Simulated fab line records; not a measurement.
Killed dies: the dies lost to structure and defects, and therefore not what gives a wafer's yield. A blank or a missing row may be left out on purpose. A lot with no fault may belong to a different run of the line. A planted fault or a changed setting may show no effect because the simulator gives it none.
fab line records / flow berkeleyCmos170 / part 2 of 2: steps 28 to 37 of 37
record: lots: 5 wafers: 15 lastDay: 13
route steps=331 shown PSD@178 NSD@187 BACKSIDE@199 SDANNEAL@204 PLDD@208 NLDD@209 SILICIDE@210
lots with no fault: from the same line, run without faults
startH: start of the lot's first displayed wafer, in hours after the record's first day / waitH: hours elapsed since this lot's preceding step / " as in the row above / L1.1+2: a row that stands for several wafers / - value missing, or start not given / * or withheld: withheld / < > ~ a bound
route shown NAME@n: names a module that has steps shown in the file, with the first one's number in the route / usual: the fault-free wafers' mean and standard deviation / same: alike in all rows / chamber/n: place in a boat / sites: per-site readings / _std_site: the values' standard deviation / _edge_site: mean of outer sites minus mean of inner sites / radiusMm: how far each site lies from the wafer's centre / mask NAME#n: copy n / behind: the tool/chamber that last shaped the wafer / hold: why the lot was held/for how many hours/how that ended / device: which transistor (n, p or np) failed to switch / end of line: tests run on the same wafers once the route is complete / step lacking rows: just its recipe / killed: dies lost to structure and defects at the first sort, not the wafer's yield / map: a wafer's dies, x killed, . not, _ none there
set.NAME: the setting the step ran with; set.NAME@STEP: the setting that earlier step ran with / model.NAME: the simulator's own value behind a step, which no gauge read
lots at selected steps of the route; one table per step, one row per wafer
services: when a tool's chamber went out of use (startH, in hours from the record's first day, below 0 if earlier), for how many hours, and the reason
== steps ==
step: UCB170_SDANNEAL_RTA_01
recipe: tempC: 1050 timeS: 5 ambient: N2
usual: lampPowerPct: 41.2/2.5 wafer_temp_C_max: 1054.7/0.91
lot.wafer=L082.1 tool=rtpAnneal-01 chamber=0 startH=222.48 waitH=0.1 lampPowerPct=39.1 wafer_temp_C_max=1055.6
lot.wafer=L082.4 tool=rtpAnneal-01 chamber=0 startH=222.48 waitH=0.1 lampPowerPct=39.1 wafer_temp_C_max=1055.0
lot.wafer=L082.5 tool=rtpAnneal-01 chamber=0 startH=222.48 waitH=0.1 lampPowerPct=39.1 wafer_temp_C_max=1053.8
lot.wafer=L086.3 tool=rtpAnneal-01 chamber=0 startH=226.33 waitH=0.1 lampPowerPct=39.1 wafer_temp_C_max=1054.6
lot.wafer=L086.4 tool=rtpAnneal-01 chamber=0 startH=226.33 waitH=0.1 lampPowerPct=39.1 wafer_temp_C_max=1055.9
lot.wafer=L086.5 tool=rtpAnneal-01 chamber=0 startH=226.33 waitH=0.1 lampPowerPct=39.1 wafer_temp_C_max=1056.1
lot.wafer=L090.1 tool=rtpAnneal-01 chamber=0 startH=256.44 waitH=0.1 lampPowerPct=39.1 wafer_temp_C_max=1053.9
lot.wafer=L090.5 tool=rtpAnneal-01 chamber=0 startH=256.44 waitH=0.1 lampPowerPct=39.1 wafer_temp_C_max=1055.3
lot.wafer=L090.6 tool=rtpAnneal-01 chamber=0 startH=256.44 waitH=0.1 lampPowerPct=39.1 wafer_temp_C_max=1056.7
lot.wafer=L095.1 tool=rtpAnneal-02 chamber=0 startH=278.23 waitH=0.1 lampPowerPct=44.2 wafer_temp_C_max=1053.8
lot.wafer=L095.3 tool=rtpAnneal-02 chamber=0 startH=278.23 waitH=0.1 lampPowerPct=44.2 wafer_temp_C_max=1055.9
lot.wafer=L095.4 tool=rtpAnneal-02 chamber=0 startH=278.23 waitH=0.1 lampPowerPct=44.3 wafer_temp_C_max=1057.1
lot.wafer=L096.1 tool=rtpAnneal-01 chamber=0 startH=292.43 waitH=0.1 lampPowerPct=39.1 wafer_temp_C_max=1056.9
lot.wafer=L096.2 tool=rtpAnneal-01 chamber=0 startH=292.43 waitH=0.1 lampPowerPct=39.1 wafer_temp_C_max=1055.3
lot.wafer=L096.4 tool=rtpAnneal-01 chamber=0 startH=292.43 waitH=0.1 lampPowerPct=39.1 wafer_temp_C_max=1055.1
step: UCB170_SDANNEAL_RS_MEAS_02
recipe: thkMeasGauge: four-point-probe
usual: PSD_RS: 75.8/0.34
lot.wafer=L082.1 tool=filmMetro-03 chamber=- startH=222.54 waitH=0.0 PSD_RS[ohm/sq]=75.2
lot.wafer=L082.4 tool=filmMetro-03 chamber=- startH=222.54 waitH=0.0 PSD_RS[ohm/sq]=75.1
lot.wafer=L082.5 tool=filmMetro-03 chamber=- startH=222.54 waitH=0.0 PSD_RS[ohm/sq]=75.5
lot.wafer=L086.3 tool=filmMetro-04 chamber=- startH=226.41 waitH=0.1 PSD_RS[ohm/sq]=76.0
lot.wafer=L086.4 tool=filmMetro-04 chamber=- startH=226.41 waitH=0.1 PSD_RS[ohm/sq]=75.7
lot.wafer=L086.5 tool=filmMetro-04 chamber=- startH=226.41 waitH=0.1 PSD_RS[ohm/sq]=75.8
lot.wafer=L090.1 tool=filmMetro-03 chamber=- startH=256.60 waitH=0.1 PSD_RS[ohm/sq]=75.6
lot.wafer=L090.5 tool=filmMetro-03 chamber=- startH=256.60 waitH=0.1 PSD_RS[ohm/sq]=75.6
lot.wafer=L090.6 tool=filmMetro-03 chamber=- startH=256.60 waitH=0.1 PSD_RS[ohm/sq]=75.7
lot.wafer=L095.1 tool=filmMetro-02 chamber=- startH=278.28 waitH=0.0 PSD_RS[ohm/sq]=75.8
lot.wafer=L095.3 tool=filmMetro-02 chamber=- startH=278.28 waitH=0.0 PSD_RS[ohm/sq]=75.7
lot.wafer=L095.4 tool=filmMetro-02 chamber=- startH=278.28 waitH=0.0 PSD_RS[ohm/sq]=75.6
lot.wafer=L096.1 tool=filmMetro-03 chamber=- startH=292.49 waitH=0.0 PSD_RS[ohm/sq]=75.5
lot.wafer=L096.2 tool=filmMetro-03 chamber=- startH=292.49 waitH=0.0 PSD_RS[ohm/sq]=75.5
lot.wafer=L096.4 tool=filmMetro-03 chamber=- startH=292.49 waitH=0.0 PSD_RS[ohm/sq]=75.5
step: UCB170_SDANNEAL_RS_MEAS_03
recipe: thkMeasGauge: four-point-probe
usual: NSD_RS: 36.96/0.069
lot.wafer=L082.1 tool=filmMetro-03 chamber=- startH=222.66 waitH=0.1 NSD_RS[ohm/sq]=36.96
lot.wafer=L082.4 tool=filmMetro-03 chamber=- startH=222.66 waitH=0.1 NSD_RS[ohm/sq]=37.09
lot.wafer=L082.5 tool=filmMetro-03 chamber=- startH=222.66 waitH=0.1 NSD_RS[ohm/sq]=37.04
lot.wafer=L086.3 tool=filmMetro-04 chamber=- startH=226.53 waitH=0.1 NSD_RS[ohm/sq]=36.91
lot.wafer=L086.4 tool=filmMetro-04 chamber=- startH=226.53 waitH=0.1 NSD_RS[ohm/sq]=36.88
lot.wafer=L086.5 tool=filmMetro-04 chamber=- startH=226.53 waitH=0.1 NSD_RS[ohm/sq]=36.93
lot.wafer=L090.1 tool=filmMetro-03 chamber=- startH=256.72 waitH=0.1 NSD_RS[ohm/sq]=36.99
lot.wafer=L090.5 tool=filmMetro-03 chamber=- startH=256.72 waitH=0.1 NSD_RS[ohm/sq]=36.93
lot.wafer=L090.6 tool=filmMetro-03 chamber=- startH=256.72 waitH=0.1 NSD_RS[ohm/sq]=36.96
lot.wafer=L095.1 tool=filmMetro-02 chamber=- startH=278.40 waitH=0.1 NSD_RS[ohm/sq]=37.03
lot.wafer=L095.3 tool=filmMetro-02 chamber=- startH=278.40 waitH=0.1 NSD_RS[ohm/sq]=36.88
lot.wafer=L095.4 tool=filmMetro-02 chamber=- startH=278.40 waitH=0.1 NSD_RS[ohm/sq]=36.92
lot.wafer=L096.1 tool=filmMetro-03 chamber=- startH=292.61 waitH=0.1 NSD_RS[ohm/sq]=37.05
lot.wafer=L096.2 tool=filmMetro-03 chamber=- startH=292.61 waitH=0.1 NSD_RS[ohm/sq]=37.09
lot.wafer=L096.4 tool=filmMetro-03 chamber=- startH=292.61 waitH=0.1 NSD_RS[ohm/sq]=36.95
step: UCB170_SDANNEAL_RS_MEAS_04
recipe: thkMeasGauge: four-point-probe
usual: PLDD_RS: 1032.1/2.4
lot.wafer=L082.1 tool=filmMetro-03 chamber=- startH=222.78 waitH=0.1 PLDD_RS[ohm/sq]=1034.2
lot.wafer=L082.4 tool=filmMetro-03 chamber=- startH=222.78 waitH=0.1 PLDD_RS[ohm/sq]=1033.0
lot.wafer=L082.5 tool=filmMetro-03 chamber=- startH=222.78 waitH=0.1 PLDD_RS[ohm/sq]=1031.0
lot.wafer=L086.3 tool=filmMetro-04 chamber=- startH=226.65 waitH=0.1 PLDD_RS[ohm/sq]=1031.6
lot.wafer=L086.4 tool=filmMetro-04 chamber=- startH=226.65 waitH=0.1 PLDD_RS[ohm/sq]=1033.1
lot.wafer=L086.5 tool=filmMetro-04 chamber=- startH=226.65 waitH=0.1 PLDD_RS[ohm/sq]=1034.0
lot.wafer=L090.1 tool=filmMetro-03 chamber=- startH=256.84 waitH=0.1 PLDD_RS[ohm/sq]=1032.6
lot.wafer=L090.5 tool=filmMetro-03 chamber=- startH=256.84 waitH=0.1 PLDD_RS[ohm/sq]=1034.1
lot.wafer=L090.6 tool=filmMetro-03 chamber=- startH=256.84 waitH=0.1 PLDD_RS[ohm/sq]=1033.3
lot.wafer=L095.1 tool=filmMetro-02 chamber=- startH=278.52 waitH=0.1 PLDD_RS[ohm/sq]=1033.4
lot.wafer=L095.3 tool=filmMetro-02 chamber=- startH=278.52 waitH=0.1 PLDD_RS[ohm/sq]=1029.0
lot.wafer=L095.4 tool=filmMetro-02 chamber=- startH=278.52 waitH=0.1 PLDD_RS[ohm/sq]=1033.3
lot.wafer=L096.1 tool=filmMetro-03 chamber=- startH=292.73 waitH=0.1 PLDD_RS[ohm/sq]=1035.8
lot.wafer=L096.2 tool=filmMetro-03 chamber=- startH=292.73 waitH=0.1 PLDD_RS[ohm/sq]=1033.7
lot.wafer=L096.4 tool=filmMetro-03 chamber=- startH=292.73 waitH=0.1 PLDD_RS[ohm/sq]=1034.7
step: UCB170_SDANNEAL_RS_MEAS_05
recipe: thkMeasGauge: four-point-probe
usual: NLDD_RS: 616.9/1.3
lot.wafer=L082.1 tool=filmMetro-03 chamber=- startH=222.90 waitH=0.1 NLDD_RS[ohm/sq]=619.8
lot.wafer=L082.4 tool=filmMetro-03 chamber=- startH=222.90 waitH=0.1 NLDD_RS[ohm/sq]=618.2
lot.wafer=L082.5 tool=filmMetro-03 chamber=- startH=222.90 waitH=0.1 NLDD_RS[ohm/sq]=618.3
lot.wafer=L086.3 tool=filmMetro-04 chamber=- startH=226.77 waitH=0.1 NLDD_RS[ohm/sq]=619.1
lot.wafer=L086.4 tool=filmMetro-04 chamber=- startH=226.77 waitH=0.1 NLDD_RS[ohm/sq]=617.2
lot.wafer=L086.5 tool=filmMetro-04 chamber=- startH=226.77 waitH=0.1 NLDD_RS[ohm/sq]=615.3
lot.wafer=L090.1 tool=filmMetro-03 chamber=- startH=256.96 waitH=0.1 NLDD_RS[ohm/sq]=617.8
lot.wafer=L090.5 tool=filmMetro-03 chamber=- startH=256.96 waitH=0.1 NLDD_RS[ohm/sq]=616.5
lot.wafer=L090.6 tool=filmMetro-03 chamber=- startH=256.96 waitH=0.1 NLDD_RS[ohm/sq]=617.4
lot.wafer=L095.1 tool=filmMetro-02 chamber=- startH=278.64 waitH=0.1 NLDD_RS[ohm/sq]=617.1
lot.wafer=L095.3 tool=filmMetro-02 chamber=- startH=278.64 waitH=0.1 NLDD_RS[ohm/sq]=616.6
lot.wafer=L095.4 tool=filmMetro-02 chamber=- startH=278.64 waitH=0.1 NLDD_RS[ohm/sq]=615.0
lot.wafer=L096.1 tool=filmMetro-03 chamber=- startH=292.85 waitH=0.1 NLDD_RS[ohm/sq]=616.7
lot.wafer=L096.2 tool=filmMetro-03 chamber=- startH=292.85 waitH=0.1 NLDD_RS[ohm/sq]=615.8
lot.wafer=L096.4 tool=filmMetro-03 chamber=- startH=292.85 waitH=0.1 NLDD_RS[ohm/sq]=615.4
step: UCB170_SILICIDE_PRE_CLEAN_00
recipe: gas: Ar precleanEtchTimeS: 60
lot.wafer=L082.1+4+5 tool=pvdSputter-01 chamber=- startH=223.02 waitH=0.1
lot.wafer=L086.3+4+5 tool=pvdSputter-01 chamber=- startH=226.85 waitH=0.1
lot.wafer=L090.1+5+6 tool=pvdSputter-02 chamber=- startH=257.08 waitH=0.1
lot.wafer=L095.1+3+4 tool=pvdSputter-02 chamber=- startH=278.76 waitH=0.1
lot.wafer=L096.1+2+4 tool=pvdSputter-02 chamber=- startH=292.97 waitH=0.1
step: UCB170_SILICIDE_SPUTTER_01
recipe: material: Ti targetThkNm: 30 timeS: 25 powerW: 1524 chamberPressurePa: 0.5
usual: throttleValvePct: 29.4/0.97
lot.wafer=L082.1 tool=pvdSputter-01 chamber=- startH=223.09 waitH=0.0 throttleValvePct=28.2
lot.wafer=L082.4 tool=pvdSputter-01 chamber=- startH=223.09 waitH=0.0 throttleValvePct=29.4
lot.wafer=L082.5 tool=pvdSputter-01 chamber=- startH=223.09 waitH=0.0 throttleValvePct=29.4
lot.wafer=L086.3 tool=pvdSputter-01 chamber=- startH=226.92 waitH=0.0 throttleValvePct=28.3
lot.wafer=L086.4 tool=pvdSputter-01 chamber=- startH=226.92 waitH=0.0 throttleValvePct=29.7
lot.wafer=L086.5 tool=pvdSputter-01 chamber=- startH=226.92 waitH=0.0 throttleValvePct=28.2
lot.wafer=L090.1 tool=pvdSputter-02 chamber=- startH=257.15 waitH=0.0 throttleValvePct=29.9
lot.wafer=L090.5 tool=pvdSputter-02 chamber=- startH=257.15 waitH=0.0 throttleValvePct=29.6
lot.wafer=L090.6 tool=pvdSputter-02 chamber=- startH=257.15 waitH=0.0 throttleValvePct=29.3
lot.wafer=L095.1 tool=pvdSputter-02 chamber=- startH=278.83 waitH=0.0 throttleValvePct=29.8
lot.wafer=L095.3 tool=pvdSputter-02 chamber=- startH=278.83 waitH=0.0 throttleValvePct=30.2
lot.wafer=L095.4 tool=pvdSputter-02 chamber=- startH=278.83 waitH=0.0 throttleValvePct=29.8
lot.wafer=L096.1 tool=pvdSputter-02 chamber=- startH=293.03 waitH=0.0 throttleValvePct=30.5
lot.wafer=L096.2 tool=pvdSputter-02 chamber=- startH=293.03 waitH=0.0 throttleValvePct=29.7
lot.wafer=L096.4 tool=pvdSputter-02 chamber=- startH=293.03 waitH=0.0 throttleValvePct=29.5
step: UCB170_SILICIDE_RS_MEAS_02
recipe: thkMeasGauge: four-point-probe reads: Ti_of_SILICIDE_SPUTTER_01
usual: SILICIDE_TI_RS: 25.72/0.29
lot.wafer=L082.1 tool=filmMetro-02 chamber=- startH=223.12 waitH=0.0 SILICIDE_TI_RS[ohm/sq]=25.74
lot.wafer=L082.4 tool=filmMetro-02 chamber=- startH=223.12 waitH=0.0 SILICIDE_TI_RS[ohm/sq]=25.80
lot.wafer=L082.5 tool=filmMetro-02 chamber=- startH=223.12 waitH=0.0 SILICIDE_TI_RS[ohm/sq]=25.91
lot.wafer=L086.3 tool=filmMetro-02 chamber=- startH=226.99 waitH=0.1 SILICIDE_TI_RS[ohm/sq]=25.73
lot.wafer=L086.4 tool=filmMetro-02 chamber=- startH=226.99 waitH=0.1 SILICIDE_TI_RS[ohm/sq]=26.09
lot.wafer=L086.5 tool=filmMetro-02 chamber=- startH=226.99 waitH=0.1 SILICIDE_TI_RS[ohm/sq]=26.05
lot.wafer=L090.1 tool=filmMetro-04 chamber=- startH=257.18 waitH=0.0 SILICIDE_TI_RS[ohm/sq]=25.29
lot.wafer=L090.5 tool=filmMetro-04 chamber=- startH=257.18 waitH=0.0 SILICIDE_TI_RS[ohm/sq]=25.23
lot.wafer=L090.6 tool=filmMetro-04 chamber=- startH=257.18 waitH=0.0 SILICIDE_TI_RS[ohm/sq]=25.29
lot.wafer=L095.1 tool=filmMetro-01 chamber=- startH=278.86 waitH=0.0 SILICIDE_TI_RS[ohm/sq]=25.63
lot.wafer=L095.3 tool=filmMetro-01 chamber=- startH=278.86 waitH=0.0 SILICIDE_TI_RS[ohm/sq]=25.59
lot.wafer=L095.4 tool=filmMetro-01 chamber=- startH=278.86 waitH=0.0 SILICIDE_TI_RS[ohm/sq]=25.80
lot.wafer=L096.1 tool=filmMetro-01 chamber=- startH=293.06 waitH=0.0 SILICIDE_TI_RS[ohm/sq]=25.31
lot.wafer=L096.2 tool=filmMetro-01 chamber=- startH=293.06 waitH=0.0 SILICIDE_TI_RS[ohm/sq]=25.33
lot.wafer=L096.4 tool=filmMetro-01 chamber=- startH=293.06 waitH=0.0 SILICIDE_TI_RS[ohm/sq]=25.55
step: UCB170_SILICIDE_THK_MEAS_03
recipe: thkMeasGauge: xrf reads: Ti_of_SILICIDE_SPUTTER_01
usual: SILICIDE_TI_THK: 29.92/0.29
lot.wafer=L082.1 tool=filmMetro-02 chamber=- startH=223.24 waitH=0.1 SILICIDE_TI_THK[nm]=29.88
lot.wafer=L082.4 tool=filmMetro-02 chamber=- startH=223.24 waitH=0.1 SILICIDE_TI_THK[nm]=29.66
lot.wafer=L082.5 tool=filmMetro-02 chamber=- startH=223.24 waitH=0.1 SILICIDE_TI_THK[nm]=29.64
lot.wafer=L086.3 tool=filmMetro-02 chamber=- startH=227.09 waitH=0.1 SILICIDE_TI_THK[nm]=29.71
lot.wafer=L086.4 tool=filmMetro-02 chamber=- startH=227.09 waitH=0.1 SILICIDE_TI_THK[nm]=29.33
lot.wafer=L086.5 tool=filmMetro-02 chamber=- startH=227.09 waitH=0.1 SILICIDE_TI_THK[nm]=29.42
lot.wafer=L090.1 tool=filmMetro-04 chamber=- startH=257.30 waitH=0.1 SILICIDE_TI_THK[nm]=30.52
lot.wafer=L090.5 tool=filmMetro-04 chamber=- startH=257.30 waitH=0.1 SILICIDE_TI_THK[nm]=30.44
lot.wafer=L090.6 tool=filmMetro-04 chamber=- startH=257.30 waitH=0.1 SILICIDE_TI_THK[nm]=30.43
lot.wafer=L095.1 tool=filmMetro-01 chamber=- startH=278.98 waitH=0.1 SILICIDE_TI_THK[nm]=30.09
lot.wafer=L095.3 tool=filmMetro-01 chamber=- startH=278.98 waitH=0.1 SILICIDE_TI_THK[nm]=30.20
lot.wafer=L095.4 tool=filmMetro-01 chamber=- startH=278.98 waitH=0.1 SILICIDE_TI_THK[nm]=30.06
lot.wafer=L096.1 tool=filmMetro-01 chamber=- startH=293.18 waitH=0.1 SILICIDE_TI_THK[nm]=30.37
lot.wafer=L096.2 tool=filmMetro-01 chamber=- startH=293.18 waitH=0.1 SILICIDE_TI_THK[nm]=30.38
lot.wafer=L096.4 tool=filmMetro-01 chamber=- startH=293.18 waitH=0.1 SILICIDE_TI_THK[nm]=30.06
step: UCB170_SILICIDE_RTA_04
recipe: tempC: 650 timeS: 15 ambient: N2
usual: lampPowerPct: 11.6/0.7 wafer_temp_C_max: 652.9/0.54
lot.wafer=L082.1 tool=rtpAnneal-01 chamber=0 startH=223.30 waitH=0.1 lampPowerPct=10.9 wafer_temp_C_max=652.3
lot.wafer=L082.4 tool=rtpAnneal-01 chamber=0 startH=223.30 waitH=0.1 lampPowerPct=10.8 wafer_temp_C_max=652.5
lot.wafer=L082.5 tool=rtpAnneal-01 chamber=0 startH=223.30 waitH=0.1 lampPowerPct=10.9 wafer_temp_C_max=652.2
lot.wafer=L086.3 tool=rtpAnneal-01 chamber=0 startH=227.15 waitH=0.1 lampPowerPct=10.9 wafer_temp_C_max=652.8
lot.wafer=L086.4 tool=rtpAnneal-01 chamber=0 startH=227.15 waitH=0.1 lampPowerPct=10.9 wafer_temp_C_max=653.4
lot.wafer=L086.5 tool=rtpAnneal-01 chamber=0 startH=227.15 waitH=0.1 lampPowerPct=10.9 wafer_temp_C_max=653.3
lot.wafer=L090.1 tool=rtpAnneal-01 chamber=0 startH=257.36 waitH=0.1 lampPowerPct=10.9 wafer_temp_C_max=652.9
lot.wafer=L090.5 tool=rtpAnneal-01 chamber=0 startH=257.36 waitH=0.1 lampPowerPct=10.9 wafer_temp_C_max=653.0
lot.wafer=L090.6 tool=rtpAnneal-01 chamber=0 startH=257.36 waitH=0.1 lampPowerPct=10.8 wafer_temp_C_max=652.0
lot.wafer=L095.1 tool=rtpAnneal-02 chamber=0 startH=279.04 waitH=0.1 lampPowerPct=12.3 wafer_temp_C_max=652.6
lot.wafer=L095.3 tool=rtpAnneal-02 chamber=0 startH=279.04 waitH=0.1 lampPowerPct=12.3 wafer_temp_C_max=652.4
lot.wafer=L095.4 tool=rtpAnneal-02 chamber=0 startH=279.04 waitH=0.1 lampPowerPct=12.3 wafer_temp_C_max=652.6
lot.wafer=L096.1 tool=rtpAnneal-02 chamber=0 startH=293.24 waitH=0.1 lampPowerPct=12.3 wafer_temp_C_max=651.7
lot.wafer=L096.2 tool=rtpAnneal-02 chamber=0 startH=293.24 waitH=0.1 lampPowerPct=12.3 wafer_temp_C_max=652.9
lot.wafer=L096.4 tool=rtpAnneal-02 chamber=0 startH=293.24 waitH=0.1 lampPowerPct=12.2 wafer_temp_C_max=652.6
== services ==
tool=implanter-02 chamber=- startH=215.42 hours=0.5 kind=repair
tool=krfScanner-01 chamber=0 startH=221.85 hours=- kind=calibration
tool=implanter-02 chamber=- startH=226.81 hours=4.3 kind=repair
tool=krfScanner-01 chamber=- startH=234.55 hours=0.1 kind=repair
tool=krfScanner-01 chamber=- startH=237.08 hours=3.1 kind=repair
tool=krfScanner-01 chamber=- startH=249.51 hours=1.3 kind=repair
tool=krfScanner-02 chamber=0 startH=250.51 hours=- kind=calibration
tool=krfScanner-02 chamber=- startH=253.73 hours=1.0 kind=pm
tool=krfScanner-02 chamber=- startH=262.93 hours=2.7 kind=repair
tool=krfScanner-01 chamber=- startH=269.39 hours=0.7 kind=repair
tool=krfScanner-01 chamber=- startH=271.67 hours=1.0 kind=pm
tool=wetBench-03 chamber=- startH=277.06 hours=5.0 kind=repair
tool=plasmaAsher-04 chamber=- startH=286.89 hours=0.9 kind=repair
tool=krfScanner-01 chamber=- startH=292.67 hours=3.6 kind=pm
tool=plasmaAsher-04 chamber=- startH=292.79 hours=3.0 kind=repair
